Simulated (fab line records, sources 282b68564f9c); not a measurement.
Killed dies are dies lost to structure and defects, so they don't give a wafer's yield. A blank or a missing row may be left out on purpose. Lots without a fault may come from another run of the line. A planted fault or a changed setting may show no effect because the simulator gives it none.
Problem report in the 8D (eight disciplines) form, filled by code | flow rit_cmos | the parts of the form that need people (team, actions taken, sign-off) are left out

1. THE PROBLEM
tube_center_temp_C at RIT_M1_ANNEAL_15 reads a mean of 390.02 C on 9 wafers of 3 lots; wafers without a fault read 450.01 C with a standard deviation of 0.038. That is -99 or more standard deviations from the usual mean.
The step: time 1800 s.
First seen on wafer L112.1, day 5 14:40, on furnace-02. The record holds 24 wafers of 8 lots with a number at this step. Rule for "out", or "out of limits": more than 4 standard deviations from the usual mean. The other wafers with a number count as sound.

2. WHAT IT IS AND WHAT IT IS NOT
question                    | is                                                                                                                                                                   | is not
which readings at this step | tube_center_temp_C, spike_tc_centre_C, spike_tc_load_C, spike_tc_source_C, tube_center_temp_C_max, zone_power_centre_pct, zone_power_load_pct, zone_power_source_pct | -
which lots                  | L112, L113, L114                                                                                                                                                     | L102, L103, L104, L105, L106
which wafers of those lots  | all that have a number                                                                                                                                               | -
read on which tools         | furnace-02                                                                                                                                                           | -
when                        | from day 5 14:40                                                                                                                                                     | up to then (15 sound wafers)

3. SUSPECTS, AND WHAT RULES EACH OUT
Counting: a tool at a process step up to the reading stays a suspect if it ran every lot that is out and no sound lot after the first of them.
- furnace-02 at RIT_M1_ANNEAL_15 (time 1800 s): kept. It ran every lot that is out, first L112 (day 5 14:40), and no sound lot after that; its last sound lot up to then is L106 (day 4 05:09). Its own readings are out on those wafers: spike_tc_centre_C, spike_tc_load_C, spike_tc_source_C, tube_center_temp_C, tube_center_temp_C_max, zone_power_centre_pct, zone_power_load_pct, zone_power_source_pct.
Left after counting: furnace-02 at RIT_M1_ANNEAL_15.

4. THE CAUSE (what the simulator had put in)
Process parameter drift: furnace-02, from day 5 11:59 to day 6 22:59, at RIT_M1_ANNEAL_15. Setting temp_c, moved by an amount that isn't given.
Counting left only this tool.

5. THE CHAIN OF EFFECTS, in route order
Each row: a reading whose mean over the struck wafers that have a number lies more than 3 standard deviations from the usual. Only readings for which the record gives a usual standard deviation are gone through. hours: the time from each lot's start at the first step in this table that gives one to its start at this step, as a median over the lots. sigmas: the change in usual standard deviations.
hours | step             | reading                | usual    | on struck wafers | change | sigmas
0     | RIT_M1_ANNEAL_15 | spike_tc_centre_C      | 453.5 C  | 394.0            | -59.5  | -54
0     | RIT_M1_ANNEAL_15 | spike_tc_load_C        | 469.7 C  | 408.9            | -60.8  | -67
0     | RIT_M1_ANNEAL_15 | spike_tc_source_C      | 462.4 C  | 401.5            | -60.9  | -68
0     | RIT_M1_ANNEAL_15 | tube_center_temp_C     | 450.01 C | 390.02           | -59.99 | -99 or more
0     | RIT_M1_ANNEAL_15 | tube_center_temp_C_max | 451.18   | 391.19           | -59.99 | -99 or more
0     | RIT_M1_ANNEAL_15 | zone_power_centre_pct  | 17.86 %  | 15.24            | -2.62  | -14
0     | RIT_M1_ANNEAL_15 | zone_power_load_pct    | 6.47 %   | 5.09             | -1.38  | -21
0     | RIT_M1_ANNEAL_15 | zone_power_source_pct  | 6.78 %   | 5.34             | -1.44  | -20
The process steps in it:
- RIT_M1_ANNEAL_15: time 1800 s.

6. WHAT WOULD HAVE CAUGHT IT SOONER
In this record the first reading out of limits was taken at day 5 14:40, 3 hours after the fault began at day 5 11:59.
